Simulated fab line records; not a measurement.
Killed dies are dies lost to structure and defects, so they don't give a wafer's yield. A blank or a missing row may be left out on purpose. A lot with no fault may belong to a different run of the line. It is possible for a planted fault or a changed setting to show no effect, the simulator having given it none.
fab line records / flow rit-cmos
[record] lots = 13 wafers = 39 last-day = 7
route steps=202 shown GATE@89 M1@202
lots that met no fault: from a run of the same line without faults
start-h: start of the lot's first displayed wafer, in hours after the record's first day / wait-h: hours since the lot's step before / " same as the row above / L1.1+2: a single row standing in for several wafers / - either no value or no given start / * or withheld: withheld / < > ~ a bound
route shown NAME@n: names a module that has steps shown in the file, with the first one's number in the route / usual: mean/standard deviation of fault-free wafers / same: alike in all rows / chamber/n: place in a boat / sites: per-site readings / _std_site: the standard deviation of these / _edge_site: inner sites' mean taken away from outer sites' mean / radius-mm: how far each site lies from the wafer's centre / mask NAME#n: copy n / behind: the most recent tool/chamber to have shaped the wafer / hold: why the lot was held/for how many hours/how that ended / device: whichever transistor did not switch (one of n, p or np) / end of line: at the end of the route, the tests of the same wafers / a step given without rows: its recipe and nothing more / killed: count of dies lost to structure and defects at first sort (not the wafer's yield) / map: a wafer's dies, marking killed ones x, the rest . and places with no die _
set.NAME: the setting as run; set.NAME@STEP: as run at that earlier step / model.NAME: the simulator's own value behind a step, which no gauge read
the route's steps for a sample of lots (tables are steps, rows are wafers)
services: a tool's chamber out of use, with start hour (start-h, from the record's first day; less than 0 if before it), hours out, and reason
[[steps]]
[step RIT_GATE_EXPOSE_13]
[recipe] mask-id = M6 na = 0.6 source-shape = conventional sigma-outer = 0.6 target-cd-nm = 150 dose-mj = 380
[usual] stage-vel-mm-s = 500.01/0.24
lot.wafer=L386.1 tool=iline-stepper-02 chamber=0 start-h=50.89 wait-h=0.1 mask=M6#0 stage-vel-mm-s=499.59
lot.wafer=L386.3 tool=iline-stepper-02 chamber=0 start-h=50.89 wait-h=0.1 mask=M6#0 stage-vel-mm-s=500.13
lot.wafer=L386.6 tool=iline-stepper-02 chamber=0 start-h=50.89 wait-h=0.1 mask=M6#0 stage-vel-mm-s=499.59
lot.wafer=L387.2 tool=iline-stepper-02 chamber=0 start-h=51.02 wait-h=0.2 mask=M6#0 stage-vel-mm-s=500.26
lot.wafer=L387.5 tool=iline-stepper-02 chamber=0 start-h=51.02 wait-h=0.2 mask=M6#0 stage-vel-mm-s=499.69
lot.wafer=L387.6 tool=iline-stepper-02 chamber=0 start-h=51.02 wait-h=0.2 mask=M6#0 stage-vel-mm-s=499.56
lot.wafer=L389.1 tool=iline-stepper-02 chamber=0 start-h=58.60 wait-h=0.5 mask=M6#0 stage-vel-mm-s=499.89
lot.wafer=L389.5 tool=iline-stepper-02 chamber=0 start-h=58.60 wait-h=0.5 mask=M6#0 stage-vel-mm-s=500.25
lot.wafer=L389.6 tool=iline-stepper-02 chamber=0 start-h=58.60 wait-h=0.5 mask=M6#0 stage-vel-mm-s=500.59
lot.wafer=L390.1 tool=iline-stepper-02 chamber=0 start-h=62.19 wait-h=0.1 mask=M6#0 stage-vel-mm-s=500.26
lot.wafer=L390.3 tool=iline-stepper-02 chamber=0 start-h=62.19 wait-h=0.1 mask=M6#0 stage-vel-mm-s=500.07
lot.wafer=L390.6 tool=iline-stepper-02 chamber=0 start-h=62.19 wait-h=0.1 mask=M6#0 stage-vel-mm-s=500.17
lot.wafer=L391.1 tool=iline-stepper-02 chamber=0 start-h=71.24 wait-h=0.1 mask=M6#0 stage-vel-mm-s=499.75
lot.wafer=L391.3 tool=iline-stepper-02 chamber=0 start-h=71.24 wait-h=0.1 mask=M6#0 stage-vel-mm-s=499.65
lot.wafer=L391.5 tool=iline-stepper-02 chamber=0 start-h=71.24 wait-h=0.1 mask=M6#0 stage-vel-mm-s=500.20
lot.wafer=L394.1 tool=iline-stepper-01 chamber=0 start-h=86.71 wait-h=0.2 mask=M6_R1#0 stage-vel-mm-s=499.91
lot.wafer=L394.4 tool=iline-stepper-01 chamber=0 start-h=86.71 wait-h=0.2 mask=M6_R1#0 stage-vel-mm-s=500.04
lot.wafer=L394.6 tool=iline-stepper-01 chamber=0 start-h=86.71 wait-h=0.2 mask=M6_R1#0 stage-vel-mm-s=500.52
lot.wafer=L395.2 tool=iline-stepper-02 chamber=0 start-h=90.78 wait-h=0.2 mask=M6#0 stage-vel-mm-s=499.86
lot.wafer=L395.4 tool=iline-stepper-02 chamber=0 start-h=90.78 wait-h=0.2 mask=M6#0 stage-vel-mm-s=500.03
lot.wafer=L395.6 tool=iline-stepper-02 chamber=0 start-h=90.78 wait-h=0.2 mask=M6#0 stage-vel-mm-s=500.07
lot.wafer=L402.2 tool=iline-stepper-02 chamber=0 start-h=123.36 wait-h=0.2 mask=M6#0 stage-vel-mm-s=499.66
lot.wafer=L402.4 tool=iline-stepper-02 chamber=0 start-h=123.36 wait-h=0.2 mask=M6#0 stage-vel-mm-s=499.80
lot.wafer=L402.6 tool=iline-stepper-02 chamber=0 start-h=123.36 wait-h=0.2 mask=M6#0 stage-vel-mm-s=499.76
lot.wafer=L403.2 tool=iline-stepper-01 chamber=0 start-h=131.32 wait-h=0.2 mask=M6#0 stage-vel-mm-s=500.27
lot.wafer=L403.5 tool=iline-stepper-01 chamber=0 start-h=131.32 wait-h=0.2 mask=M6#0 stage-vel-mm-s=499.84
lot.wafer=L403.6 tool=iline-stepper-01 chamber=0 start-h=131.32 wait-h=0.2 mask=M6#0 stage-vel-mm-s=499.89
lot.wafer=L405.3 tool=iline-stepper-01 chamber=0 start-h=137.18 wait-h=0.2 mask=M6#0 stage-vel-mm-s=500.14
lot.wafer=L405.4 tool=iline-stepper-01 chamber=0 start-h=137.18 wait-h=0.2 mask=M6#0 stage-vel-mm-s=499.95
lot.wafer=L405.6 tool=iline-stepper-01 chamber=0 start-h=137.18 wait-h=0.2 mask=M6#0 stage-vel-mm-s=500.23
lot.wafer=L406.2 tool=iline-stepper-01 chamber=0 start-h=142.85 wait-h=0.1 mask=M6#0 stage-vel-mm-s=499.92
lot.wafer=L406.3 tool=iline-stepper-01 chamber=0 start-h=142.85 wait-h=0.1 mask=M6#0 stage-vel-mm-s=500.08
lot.wafer=L406.4 tool=iline-stepper-01 chamber=0 start-h=142.85 wait-h=0.1 mask=M6#0 stage-vel-mm-s=500.08
lot.wafer=L407.2 tool=iline-stepper-01 chamber=0 start-h=150.66 wait-h=0.1 mask=M6#0 stage-vel-mm-s=499.83
lot.wafer=L407.5 tool=iline-stepper-01 chamber=0 start-h=150.66 wait-h=0.1 mask=M6#0 stage-vel-mm-s=500.41
lot.wafer=L407.6 tool=iline-stepper-01 chamber=0 start-h=150.66 wait-h=0.1 mask=M6#0 stage-vel-mm-s=500.02
lot.wafer=L408.1 tool=iline-stepper-02 chamber=0 start-h=155.77 wait-h=0.2 mask=M6#0 stage-vel-mm-s=500.00
lot.wafer=L408.4 tool=iline-stepper-02 chamber=0 start-h=155.77 wait-h=0.2 mask=M6#0 stage-vel-mm-s=499.91
lot.wafer=L408.6 tool=iline-stepper-02 chamber=0 start-h=155.77 wait-h=0.2 mask=M6#0 stage-vel-mm-s=499.90
[step RIT_GATE_CD_MEAS_16]
[recipe] target-cd-nm = 150
[usual] cd-nm = 149.6/2.5
lot.wafer=L386.1 tool=cd-sem-01 chamber=- start-h=51.29 wait-h=- cd-nm=148.9
lot.wafer=L386.3 tool=cd-sem-01 chamber=- start-h=51.29 wait-h=- cd-nm=149.3
lot.wafer=L386.6 tool=cd-sem-01 chamber=- start-h=51.29 wait-h=- cd-nm=149.5
lot.wafer=L387.2 tool=cd-sem-02 chamber=- start-h=51.56 wait-h=- cd-nm=148.7
lot.wafer=L387.5 tool=cd-sem-02 chamber=- start-h=51.56 wait-h=- cd-nm=146.5
lot.wafer=L387.6 tool=cd-sem-02 chamber=- start-h=51.56 wait-h=- cd-nm=145.3
lot.wafer=L389.1 tool=cd-sem-02 chamber=- start-h=59.00 wait-h=- cd-nm=152.4
lot.wafer=L389.5 tool=cd-sem-02 chamber=- start-h=59.00 wait-h=- cd-nm=152.5
lot.wafer=L389.6 tool=cd-sem-02 chamber=- start-h=59.00 wait-h=- cd-nm=151.4
lot.wafer=L390.1 tool=cd-sem-02 chamber=- start-h=62.59 wait-h=- cd-nm=149.2
lot.wafer=L390.3 tool=cd-sem-02 chamber=- start-h=62.59 wait-h=- cd-nm=149.5
lot.wafer=L390.6 tool=cd-sem-02 chamber=- start-h=62.59 wait-h=- cd-nm=150.6
lot.wafer=L391.1 tool=cd-sem-02 chamber=- start-h=71.64 wait-h=- cd-nm=149.9
lot.wafer=L391.3 tool=cd-sem-02 chamber=- start-h=71.64 wait-h=- cd-nm=149.7
lot.wafer=L391.5 tool=cd-sem-02 chamber=- start-h=71.64 wait-h=- cd-nm=150.6
lot.wafer=L394.1 tool=cd-sem-01 chamber=- start-h=87.11 wait-h=- cd-nm=123.0
lot.wafer=L394.4 tool=cd-sem-01 chamber=- start-h=87.11 wait-h=- cd-nm=122.9
lot.wafer=L394.6 tool=cd-sem-01 chamber=- start-h=87.11 wait-h=- cd-nm=123.3
lot.wafer=L395.2 tool=cd-sem-01 chamber=- start-h=91.18 wait-h=- cd-nm=150.5
lot.wafer=L395.4 tool=cd-sem-01 chamber=- start-h=91.18 wait-h=- cd-nm=148.1
lot.wafer=L395.6 tool=cd-sem-01 chamber=- start-h=91.18 wait-h=- cd-nm=148.0
lot.wafer=L402.2 tool=cd-sem-02 chamber=- start-h=123.78 wait-h=- cd-nm=151.4
lot.wafer=L402.4 tool=cd-sem-02 chamber=- start-h=123.78 wait-h=- cd-nm=152.7
lot.wafer=L402.6 tool=cd-sem-02 chamber=- start-h=123.78 wait-h=- cd-nm=152.7
lot.wafer=L403.2 tool=cd-sem-02 chamber=- start-h=131.72 wait-h=- cd-nm=150.9
lot.wafer=L403.5 tool=cd-sem-02 chamber=- start-h=131.72 wait-h=- cd-nm=152.6
lot.wafer=L403.6 tool=cd-sem-02 chamber=- start-h=131.72 wait-h=- cd-nm=149.6
lot.wafer=L405.3 tool=cd-sem-01 chamber=- start-h=137.75 wait-h=- cd-nm=151.6
lot.wafer=L405.4 tool=cd-sem-01 chamber=- start-h=137.75 wait-h=- cd-nm=151.4
lot.wafer=L405.6 tool=cd-sem-01 chamber=- start-h=137.75 wait-h=- cd-nm=152.8
lot.wafer=L406.2 tool=cd-sem-02 chamber=- start-h=143.25 wait-h=- cd-nm=152.3
lot.wafer=L406.3 tool=cd-sem-02 chamber=- start-h=143.25 wait-h=- cd-nm=152.5
lot.wafer=L406.4 tool=cd-sem-02 chamber=- start-h=143.25 wait-h=- cd-nm=153.1
lot.wafer=L407.2 tool=cd-sem-02 chamber=- start-h=151.06 wait-h=- cd-nm=145.3
lot.wafer=L407.5 tool=cd-sem-02 chamber=- start-h=151.06 wait-h=- cd-nm=146.5
lot.wafer=L407.6 tool=cd-sem-02 chamber=- start-h=151.06 wait-h=- cd-nm=147.1
lot.wafer=L408.1 tool=cd-sem-02 chamber=- start-h=156.17 wait-h=- cd-nm=151.1
lot.wafer=L408.4 tool=cd-sem-02 chamber=- start-h=156.17 wait-h=- cd-nm=150.7
lot.wafer=L408.6 tool=cd-sem-02 chamber=- start-h=156.17 wait-h=- cd-nm=151.0
[step RIT_M1_PROBE_99]
[usual] killed_at_M0_to_M3 = 0.0/0.083 killed-at-contacts = 0.1/0.27 killed-at-front-end = 7/3.3 killed-dies = 7/3.3 killed-on-rim = 2.0/1.5 killed-open = 3.5/2 killed-short = 3.8/2.2
[same] gross-dies = 264 killed_at_M4_up = 0 killed-at-back-side = 0 killed-at-other = 0
lot.wafer=L391.1 tool=prober-02 chamber=- start-h=91.67 wait-h=0.1 killed_at_M0_to_M3=0 killed-at-contacts=0 killed-at-front-end=6 killed-dies=6 killed-on-rim=0 killed-open=3 killed-short=3
lot.wafer=L391.3 tool=prober-02 chamber=- start-h=91.77 wait-h=0.2 killed_at_M0_to_M3=0 killed-at-contacts=0 killed-at-front-end=9 killed-dies=9 killed-on-rim=0 killed-open=4 killed-short=5
lot.wafer=L391.5 tool=prober-02 chamber=- start-h=91.87 wait-h=0.2 killed_at_M0_to_M3=0 killed-at-contacts=0 killed-at-front-end=7 killed-dies=7 killed-on-rim=2 killed-open=2 killed-short=5
lot.wafer=L394.1 tool=prober-01 chamber=- start-h=107.58 wait-h=0.1 killed_at_M0_to_M3=0 killed-at-contacts=0 killed-at-front-end=62 killed-dies=62 killed-on-rim=32 killed-open=4 killed-short=5
lot.wafer=L394.4 tool=prober-01 chamber=- start-h=107.73 wait-h=0.2 killed_at_M0_to_M3=0 killed-at-contacts=0 killed-at-front-end=63 killed-dies=63 killed-on-rim=34 killed-open=4 killed-short=3
lot.wafer=L394.6 tool=prober-01 chamber=- start-h=107.83 wait-h=0.2 killed_at_M0_to_M3=0 killed-at-contacts=0 killed-at-front-end=65 killed-dies=65 killed-on-rim=39 killed-open=2 killed-short=4
lot.wafer=L402.2 tool=prober-01 chamber=- start-h=145.09 wait-h=0.1 killed_at_M0_to_M3=0 killed-at-contacts=0 killed-at-front-end=8 killed-dies=8 killed-on-rim=2 killed-open=5 killed-short=3
lot.wafer=L402.4 tool=prober-01 chamber=- start-h=145.19 wait-h=0.2 killed_at_M0_to_M3=0 killed-at-contacts=0 killed-at-front-end=4 killed-dies=4 killed-on-rim=0 killed-open=2 killed-short=2
lot.wafer=L402.6 tool=prober-01 chamber=- start-h=145.29 wait-h=0.2 killed_at_M0_to_M3=0 killed-at-contacts=0 killed-at-front-end=9 killed-dies=9 killed-on-rim=3 killed-open=6 killed-short=3
lot.wafer=L403.2 tool=prober-02 chamber=- start-h=152.01 wait-h=0.1 killed_at_M0_to_M3=0 killed-at-contacts=0 killed-at-front-end=9 killed-dies=9 killed-on-rim=1 killed-open=6 killed-short=3
lot.wafer=L403.5 tool=prober-02 chamber=- start-h=152.16 wait-h=0.2 killed_at_M0_to_M3=0 killed-at-contacts=0 killed-at-front-end=12 killed-dies=12 killed-on-rim=3 killed-open=2 killed-short=10
lot.wafer=L403.6 tool=prober-02 chamber=- start-h=152.21 wait-h=0.2 killed_at_M0_to_M3=0 killed-at-contacts=0 killed-at-front-end=14 killed-dies=14 killed-on-rim=5 killed-open=5 killed-short=9
lot.wafer=L405.3 tool=prober-02 chamber=- start-h=158.68 wait-h=0.2 killed_at_M0_to_M3=0 killed-at-contacts=0 killed-at-front-end=8 killed-dies=8 killed-on-rim=2 killed-open=3 killed-short=5
lot.wafer=L405.4 tool=prober-02 chamber=- start-h=158.73 wait-h=0.2 killed_at_M0_to_M3=0 killed-at-contacts=0 killed-at-front-end=9 killed-dies=9 killed-on-rim=4 killed-open=3 killed-short=6
lot.wafer=L405.6 tool=prober-02 chamber=- start-h=158.83 wait-h=0.2 killed_at_M0_to_M3=0 killed-at-contacts=0 killed-at-front-end=3 killed-dies=3 killed-on-rim=0 killed-open=2 killed-short=1
lot.wafer=L406.2 tool=prober-01 chamber=- start-h=164.22 wait-h=0.1 killed_at_M0_to_M3=0 killed-at-contacts=1 killed-at-front-end=6 killed-dies=7 killed-on-rim=1 killed-open=2 killed-short=5
lot.wafer=L406.3 tool=prober-01 chamber=- start-h=164.27 wait-h=0.2 killed_at_M0_to_M3=0 killed-at-contacts=0 killed-at-front-end=7 killed-dies=7 killed-on-rim=1 killed-open=6 killed-short=1
lot.wafer=L406.4 tool=prober-01 chamber=- start-h=164.32 wait-h=0.2 killed_at_M0_to_M3=0 killed-at-contacts=0 killed-at-front-end=5 killed-dies=5 killed-on-rim=0 killed-open=2 killed-short=3
lot.wafer=L407.2 tool=prober-02 chamber=- start-h=173.40 wait-h=0.1 killed_at_M0_to_M3=0 killed-at-contacts=0 killed-at-front-end=3 killed-dies=3 killed-on-rim=0 killed-open=1 killed-short=2
lot.wafer=L407.5 tool=prober-02 chamber=- start-h=173.55 wait-h=0.2 killed_at_M0_to_M3=0 killed-at-contacts=0 killed-at-front-end=8 killed-dies=8 killed-on-rim=3 killed-open=2 killed-short=6
lot.wafer=L407.6 tool=prober-02 chamber=- start-h=173.60 wait-h=0.2 killed_at_M0_to_M3=0 killed-at-contacts=0 killed-at-front-end=7 killed-dies=7 killed-on-rim=2 killed-open=3 killed-short=4
lot.wafer=L408.1 tool=prober-01 chamber=- start-h=178.72 wait-h=0.1 killed_at_M0_to_M3=0 killed-at-contacts=0 killed-at-front-end=5 killed-dies=5 killed-on-rim=0 killed-open=3 killed-short=2
lot.wafer=L408.4 tool=prober-01 chamber=- start-h=178.87 wait-h=0.2 killed_at_M0_to_M3=0 killed-at-contacts=0 killed-at-front-end=3 killed-dies=3 killed-on-rim=1 killed-open=2 killed-short=1
lot.wafer=L408.6 tool=prober-01 chamber=- start-h=178.97 wait-h=0.2 killed_at_M0_to_M3=0 killed-at-contacts=0 killed-at-front-end=7 killed-dies=7 killed-on-rim=5 killed-open=5 killed-short=2
// killed by level:class
L391.1 GATE:geometric-particle:open=2 GATE:geometric-particle:short=2 FOX2:geometric-particle:short=1 SILICIDE:geometric-particle:open=1
L391.3 GATE:geometric-particle:open=3 REOX:geometric-particle:short=2 GATE:geometric-particle:short=1 SPACER:geometric-particle:short=1 SILICIDE:geometric-particle:short=1 SILICIDE:geometric-particle:open=1
L391.5 GATE:geometric-particle:short=5 GATE:geometric-particle:open=2
L394.1 GATE:area-expose=53 SPACER:geometric-particle:short=3 FOX1:geometric-particle:short=1 FOX2:geometric-particle:open=1 GATE:geometric-particle:short=1 GATE:geometric-particle:open=1 REOX:geometric-particle:open=1 SILICIDE:geometric-particle:open=1
L394.4 GATE:area-expose=56 GATE:geometric-particle:open=2 GATE:geometric-particle:short=2 FOX1:geometric-particle:short=1 REOX:geometric-particle:open=1 SPACER:geometric-particle:open=1
L394.6 GATE:area-expose=59 FOX1:geometric-particle:short=2 GATE:geometric-particle:short=2 GATE:geometric-particle:open=1 SPACER:geometric-particle:open=1
L402.2 FOX1:geometric-particle:open=2 GATE:geometric-particle:open=2 GATE:geometric-particle:short=1 REOX:geometric-particle:open=1 SPACER:geometric-particle:short=1 SILICIDE:geometric-particle:short=1
L402.4 GATE:geometric-particle:open=2 GATE:geometric-particle:short=1 SILICIDE:geometric-particle:short=1
L402.6 FOX1:geometric-particle:open=5 FOX1:geometric-particle:short=2 FOX2:geometric-particle:open=1 REOX:geometric-particle:short=1
L403.2 GATE:geometric-particle:short=3 FOX1:geometric-particle:open=2 GATE:geometric-particle:open=2 REOX:geometric-particle:open=1 SPACER:geometric-particle:open=1
L403.5 GATE:geometric-particle:short=4 FOX1:geometric-particle:short=3 FOX2:geometric-particle:short=2 FOX2:geometric-particle:open=1 SPACER:geometric-particle:open=1 SILICIDE:geometric-particle:short=1
L403.6 FOX1:geometric-particle:short=3 FOX2:geometric-particle:open=2 GATE:geometric-particle:short=2 GATE:geometric-particle:open=2 FOX2:geometric-particle:short=1 REOX:geometric-particle:short=1 SPACER:geometric-particle:short=1 SPACER:geometric-particle:open=1
L405.3 REOX:geometric-particle:short=2 FOX2:geometric-particle:open=1 GATE:geometric-particle:open=1 GATE:geometric-particle:short=1 SPACER:geometric-particle:open=1 SPACER:geometric-particle:short=1 SILICIDE:geometric-particle:short=1
L405.4 FOX2:geometric-particle:short=2 GATE:geometric-particle:short=2 FOX2:geometric-particle:open=1 GATE:geometric-particle:open=1 REOX:geometric-particle:open=1 REOX:geometric-particle:short=1 SPACER:geometric-particle:short=1
L405.6 FOX2:geometric-particle:open=2 REOX:geometric-particle:short=1
L406.2 REOX:geometric-particle:short=2 ACTIVE:geometric-particle:short=1 FOX1:geometric-particle:short=1 FOX1:geometric-particle:open=1 SILICIDE:geometric-particle:short=1 CONTACT:geometric-particle:open=1
L406.3 SILICIDE:geometric-particle:open=2 ACTIVE:geometric-particle:open=1 FOX1:geometric-particle:short=1 FOX1:geometric-particle:open=1 FOX2:geometric-particle:open=1 GATE:geometric-particle:open=1
L406.4 FOX1:geometric-particle:short=2 SILICIDE:geometric-particle:open=2 GATE:geometric-particle:short=1
L407.2 GATE:geometric-particle:short=2 GATE:geometric-particle:open=1
L407.5 GATE:geometric-particle:short=4 GATE:geometric-particle:open=2 FOX1:geometric-particle:short=1 SILICIDE:geometric-particle:short=1
L407.6 FOX2:geometric-particle:short=2 GATE:geometric-particle:open=2 FOX1:geometric-particle:open=1 GATE:geometric-particle:short=1 REOX:geometric-particle:short=1
L408.1 FOX1:geometric-particle:open=1 FOX2:geometric-particle:short=1 FOX2:geometric-particle:open=1 GATE:geometric-particle:short=1 GATE:geometric-particle:open=1
L408.4 FOX1:geometric-particle:open=1 GATE:geometric-particle:short=1 SILICIDE:geometric-particle:open=1
L408.6 FOX2:geometric-particle:open=2 GATE:geometric-particle:open=2 GATE:geometric-particle:short=2 SILICIDE:geometric-particle:open=1
[[services]]
tool=iline-stepper-01 chamber=- start-h=49.53 hours=1.7 kind=pm
tool=iline-stepper-01 chamber=- start-h=71.82 hours=3.2 kind=repair
tool=iline-stepper-01 chamber=- start-h=94.47 hours=6.9 kind=repair
tool=iline-stepper-01 chamber=0 start-h=138.15 hours=- kind=calibration
tool=iline-stepper-02 chamber=0 start-h=153.27 hours=- kind=calibration
[[key]]
[first-sign] step = RIT_GATE_EXPOSE_13 reading = mask direction = changed
[effect] step = RIT_GATE_CD_MEAS_16 reading = cd-nm direction = down sigmas = 10 usual = 149.6 struck = 123.1
[effect] step = RIT_M1_PROBE_99 reading = killed-at-front-end direction = up sigmas = 17 usual = 7 struck = 63
[more-kills-born-at] RIT_GATE_EXPOSE_13@iline-stepper-01 = 169
met-at RIT_GATE_EXPOSE_13
struck-lots L394
tester-left-out L394
[fault] kind = wrong-mask tool = any chamber = - onset-h = 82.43 steps = RIT_GATE_EXPOSE_13 aux-copy = M6_R1#0 cd-offset-nm = -22 scope = struck-lots-only
// tester-left-out: of these lots the tester's yield and bins aren't shown, on N5 and GAA mostly nor the transistor test; their killed dies are dies lost to structure and defects alone, not to doping, threshold or leakage, so they don't give the yield
